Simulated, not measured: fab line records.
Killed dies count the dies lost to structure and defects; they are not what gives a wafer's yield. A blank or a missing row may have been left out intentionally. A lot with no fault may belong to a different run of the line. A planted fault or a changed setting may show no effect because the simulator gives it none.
The tool behind it: which one? + flow rit cmos + Sampling: 15 lots, 45 wafers, 4 of 202 route steps

WHAT THE GAUGES READ, wafer by wafer
RIT_ACTIVE_BOW_MEAS_00. Usual: INCOMING_BOW typically reads 0 um, with standard deviation 6.7.
| lot  | measured    | on            | INCOMING_BOW (um) | flag |
|------|-------------|---------------|-------------------|------|
| L136 | day 1 10:04 | film metro-02 | -12 -8 -11        |      |
| L138 | day 1 20:00 | film metro-03 | 3 -9 10           |      |
| L139 | day 2 01:01 | film metro-04 | -3 4 -1           |      |
| L140 | day 2 06:01 | film metro-04 | -7 13 -3          |      |
| L141 | day 2 11:00 | film metro-02 | -8 4 1            |      |
| L142 | day 2 16:00 | film metro-04 | -4 2 -5           |      |
| L144 | day 3 02:00 | film metro-04 | -4 -11 1          |      |
| L147 | day 3 17:00 | film metro-04 | -8 0 8            |      |
| L149 | day 4 03:01 | film metro-03 | 2 7 -1            |      |
| L150 | day 4 08:00 | film metro-02 | -9 2 3            |      |
| L152 | day 4 18:00 | film metro-04 | 5 -9 8            |      |
| L154 | day 5 04:01 | film metro-02 | -4 2 -7           |      |
| L155 | day 5 09:00 | film metro-04 | -5 -8 9           |      |
| L157 | day 5 19:00 | film metro-03 | -3 10 12          |      |
| L159 | day 6 05:01 | film metro-03 | 11 -2 -8          |      |

RIT_ACTIVE_THK_MEAS_02. Usual: ACTIVE_OXIDE_THK typically reads 47.0 nm, with standard deviation 0.9.
| lot  | measured    | on            | ACTIVE_OXIDE_THK (nm) | flag |
|------|-------------|---------------|-----------------------|------|
| L136 | day 1 12:10 | film metro-03 | 47.4 47.7 47.6        |      |
| L138 | day 2 00:59 | film metro-02 | 48.3 49.4 48.7        |      |
| L139 | day 2 03:04 | film metro-04 | 47.3 47.6 48.0        |      |
| L140 | day 2 09:12 | film metro-03 | 45.6 46.5 46.4        |      |
| L141 | day 2 16:13 | film metro-02 | 47.0 47.1 47.5        |      |
| L142 | day 2 19:13 | film metro-03 | 46.3 46.8 45.6        |      |
| L144 | day 3 05:56 | film metro-03 | 46.9 47.5 47.4        |      |
| L147 | day 3 20:16 | film metro-02 | 48.5 48.9 48.3        |      |
| L149 | day 4 06:11 | film metro-04 | 46.9 47.6 47.5        |      |
| L150 | day 4 12:43 | film metro-02 | 47.5 48.0 47.5        |      |
| L152 | day 4 20:49 | film metro-02 | 47.5 46.7 47.3        |      |
| L154 | day 5 06:36 | film metro-03 | 46.0 44.3 45.0        |      |
| L155 | day 5 12:19 | film metro-03 | 45.9 46.3 46.9        |      |
| L157 | day 5 21:03 | film metro-03 | 45.3 45.3 46.0        |      |
| L159 | day 6 08:14 | film metro-04 | 46.6 46.3 46.0        |      |

RIT_NWELL_OVL_MEAS_06. Usual: NWELL_OVL typically reads 0.6 nm, with standard deviation 1.5.
| lot  | measured    | on         | NWELL_OVL (nm) | flag |
|------|-------------|------------|----------------|------|
| L136 | day 2 01:56 | overlay-01 | 0.3 -1.7 0.3   |      |
| L138 | day 2 09:12 | overlay-02 | -1.4 -1.5 -1.9 |      |
| L139 | day 2 20:08 | overlay-01 | 0.3 2.1 2.5    |      |
| L140 | day 2 20:02 | overlay-02 | 1.9 1.4 0.3    |      |
| L141 | day 3 00:32 | overlay-01 | -0.6 -1.4 2.5  |      |
| L142 | day 3 06:28 | overlay-02 | 4.6 2.6 2.5    |      |
| L144 | day 3 14:29 | overlay-01 | 1.6 0.9 -0.1   |      |
| L147 | day 4 09:04 | overlay-01 | 0.1 0.2 0.8    |      |
| L149 | day 4 19:14 | overlay-02 | 0.5 -3.1 1.0   |      |
| L150 | day 4 22:32 | overlay-02 | -4.4 -2.9 -1.6 |      |
| L152 | day 5 07:07 | overlay-01 | 1.0 2.2 -0.7   |      |
| L154 | day 5 17:50 | overlay-01 | 1.1 -0.6 -1.6  |      |
| L155 | day 5 22:41 | overlay-02 | 1.7 0.5 1.3    |      |
| L157 | day 6 08:19 | overlay-02 | 2.7 1.2 2.7    |      |
| L159 | day 6 20:29 | overlay-01 | 1.0 -1.3 -0.4  |      |

WHAT TOOL EACH LOT RAN ON (gives the tool, then ch and the chambers of the sampled wafers, and finally the start)
| lot  | RIT_ACTIVE_COAT_06               |
|------|----------------------------------|
| L136 | litho track-01 ch 0, day 1 13:54 |
| L138 | litho track-04 ch 0, day 2 02:40 |
| L139 | litho track-01 ch 0, day 2 05:18 |
| L140 | litho track-01 ch 0, day 2 10:54 |
| L141 | litho track-01 ch 0, day 2 17:54 |
| L142 | litho track-01 ch 0, day 2 20:54 |
| L144 | litho track-01 ch 0, day 3 07:37 |
| L147 | litho track-04 ch 0, day 3 21:58 |
| L149 | litho track-04 ch 0, day 4 07:53 |
| L150 | litho track-03 ch 0, day 4 14:26 |
| L152 | litho track-03 ch 0, day 4 22:43 |
| L154 | litho track-04 ch 0, day 5 08:19 |
| L155 | litho track-03 ch 0, day 5 13:59 |
| L157 | litho track-04 ch 0, day 5 23:27 |
| L159 | litho track-03 ch 0, day 6 10:38 |
- RIT_ACTIVE_COAT_06: resist thk 1000 nm.

WHAT THE TOOLS THEMSELVES READ (means of the sampled wafers that have a number; where no wafer has one, the mark that the record gives instead)
RIT_ACTIVE_COAT_06. Usual: spin speed rpm 3250.2 rpm, standard deviation 2.2.
| lot  | tool           | spin speed rpm (rpm) | flag |
|------|----------------|----------------------|------|
| L136 | litho track-01 | 3246.9               |      |
| L138 | litho track-04 | 3251.0               |      |
| L139 | litho track-01 | 3250.8               |      |
| L140 | litho track-01 | 3249.4               |      |
| L141 | litho track-01 | 3474.5               | OFF  |
| L142 | litho track-01 | 3471.7               | OFF  |
| L144 | litho track-01 | 3472.9               | OFF  |
| L147 | litho track-04 | 3249.4               |      |
| L149 | litho track-04 | 3251.3               |      |
| L150 | litho track-03 | 3247.1               |      |
| L152 | litho track-03 | 3252.3               |      |
| L154 | litho track-04 | 3248.5               |      |
| L155 | litho track-03 | 3247.4               |      |
| L157 | litho track-04 | 3248.3               |      |
| L159 | litho track-03 | 3248.6               |      |

THE ANSWER, worked out from the rows above alone
Rule: lot off if the mean of its wafers having a number is beyond 3 standard deviations from the usual mean. A lot without any number at a reading at which 4 lots or more have one is off too. All remaining lots with rows at the step are treated as sound. After the gauges, taken in route order, come the tools' own readings; for these a lot's mean is taken, as printed above. At the first step where some lot is off, the reading lying furthest off is the one used; lots without a number count as furthest.
Off: L141, L142, L144 (RIT_ACTIVE_COAT_06, spin speed rpm).
If a tool, at that step or one of the process steps before it, ran each lot that is off and ran no sound lot following the first of them, it fits. One candidate fits, namely litho track-01 at RIT_ACTIVE_COAT_06. Its last sound lot is L140 (day 2 10:54), its first lot that is off L141 (day 2 17:54): a fault that began between those two fits.
On the lots that are off, the tool's own readings at RIT_ACTIVE_COAT_06 differ by more than 5 times the standard deviation of the sound lots' means, which bears it out; spin speed rpm reads 3473.0 rpm there versus 3249.2 rpm on the sound lots.

WHAT HAD BEEN PUT IN BY THE SIMULATOR
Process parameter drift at RIT_ACTIVE_COAT_06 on litho track-01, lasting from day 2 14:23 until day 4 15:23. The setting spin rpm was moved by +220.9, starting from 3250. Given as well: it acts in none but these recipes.
Struck lots among those shown: L141, L142, L144. This agrees with what the rule above found.
